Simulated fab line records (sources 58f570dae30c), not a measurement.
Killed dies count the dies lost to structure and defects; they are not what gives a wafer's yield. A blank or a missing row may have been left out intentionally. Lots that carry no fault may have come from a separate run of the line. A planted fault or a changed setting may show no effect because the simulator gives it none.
Split-lot experiment | flow berkeleyCmos170 | 23 wafers read from 5 lots, route of 331 steps

ABOUT THE SPLIT
At UCB170_SILICIDE_SPUTTER_01 (material Ti, target thk 30 nm, time 25 s), the setting powerW was moved away from the recipe's 1500 W on 7 of the 23 wafers read, by -4.3% to +8.5%. This setting was run at the recipe's value on the other wafers.

FROM THE SPLIT TO THE READING: what the file shows between them, 1 step
- UCB170_SILICIDE_RS_MEAS_02: measures by four-point-probe

THE READING
SILICIDE_TI_THK, in nm, at UCB170_SILICIDE_THK_MEAS_03 (measures by xrf). Typical for fault-free wafers on this fab line: 30.1 nm, with standard deviation 0.31 nm.

wafer  | tool, chamber at the split | powerW as run, W | against the recipe | SILICIDE_TI_THK, nm | against lot-mates on the recipe
L074.1 | pvdSputter-02, -           | 1500             | recipe             | 30.3                | -
L074.3 | pvdSputter-02, -           | 1500             | recipe             | 30.2                | -
L074.5 | pvdSputter-02, -           | 1500             | recipe             | 30.3                | -
L078.1 | pvdSputter-01, -           | 1500             | recipe             | 30.3                | -
L078.2 | pvdSputter-01, -           | 1500             | recipe             | 29.7                | -
L078.3 | pvdSputter-01, -           | 1500             | recipe             | 30.0                | -
L078.5 | pvdSputter-01, -           | 1500             | recipe             | 29.8                | -
L078.6 | pvdSputter-01, -           | 1500             | recipe             | 29.9                | -
L079.1 | pvdSputter-03, -           | 1500             | recipe             | 30.2                | -
L079.2 | pvdSputter-03, -           | 1561             | +4.1%              | 31.7                | +1.3
L079.3 | pvdSputter-03, -           | 1500             | recipe             | 30.5                | -
L079.4 | pvdSputter-03, -           | 1561             | +4.1%              | 31.7                | +1.3
L079.6 | pvdSputter-03, -           | 1500             | recipe             | 30.6                | -
L082.1 | pvdSputter-02, -           | 1500             | recipe             | 30.2                | -
L082.2 | pvdSputter-02, -           | 1500             | recipe             | 30.3                | -
L082.3 | pvdSputter-02, -           | 1628             | +8.5%              | 32.6                | +2.4
L082.4 | pvdSputter-02, -           | 1628             | +8.5%              | 32.8                | +2.6
L082.6 | pvdSputter-02, -           | 1500             | recipe             | 30.1                | -
L083.1 | pvdSputter-01, -           | 1500             | recipe             | 30.1                | -
L083.2 | pvdSputter-01, -           | 1436             | -4.3%              | 28.8                | -1.3
L083.3 | pvdSputter-01, -           | 1436             | -4.3%              | 29.0                | -1.1
L083.4 | pvdSputter-01, -           | 1436             | -4.3%              | 29.2                | -0.9
L083.6 | pvdSputter-01, -           | 1500             | recipe             | 30.2                | -

FIT RESULTS
A straight line over all 23 wafers: SILICIDE_TI_THK changes by +0.301 nm for each +1% of powerW; r = +0.97; the points scatter about the line by 0.23 nm.
The same after taking each lot's own level away (the mean of its wafers on the recipe; 23 wafers): +0.289 nm for each +1%; r = +0.99; scatter 0.15 nm.
The reading moves by 2.5 nm for the largest change in powerW, on that fit.
The lots' own levels span 29.94 to 30.43 nm, that is 1.6 times the standard deviation above.
The two slopes agree, so the slope changes little with the lot-to-lot level.
Check: with one of the wafers moved furthest among these (+8.5%) left out of the fit, the line predicts +2.53 nm for it against its lot-mates. It came out at +2.4 nm against them.

OTHER SPLITS APPLIED TO THESE WAFERS
Note: prior to the reading, these wafers also went through further splits. Each is held against what the fit with the lots' levels taken away leaves over:
other split on the same wafers  | wafers away from the commonest value | r with SILICIDE_TI_THK (lot level and that fit taken away)
UCB170_NSD_IMPLANT_08 energyKev | 4                                    | +0.08
UCB170_SDANNEAL_RTA_01 timeS    | 8                                    | +0.20

THE WHOLE CHAIN: every reading that the file lists as answering this split, in the file's order
step                        | what it does                             | reading                                                                          | change (the file's fit)               | r (the file's)
UCB170_SILICIDE_SPUTTER_01  | material Ti, target thk 30 nm, time 25 s | Ti_of_SILICIDE_SPUTTER_01.thkNm (the simulator's own value, which no gauge read) | +0.293 nm for each +1% of the setting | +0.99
UCB170_SILICIDE_RS_MEAS_02  | measures by four-point-probe             | SILICIDE_TI_RS                                                                   | -0.283 for each +1% of the setting    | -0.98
UCB170_SILICIDE_THK_MEAS_03 | measures by xrf                          | SILICIDE_TI_THK                                                                  | +0.294 for each +1% of the setting    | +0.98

FILE'S OWN FIT
SILICIDE_TI_THK changes by +0.294 nm for each +1% of powerW, r = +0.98.
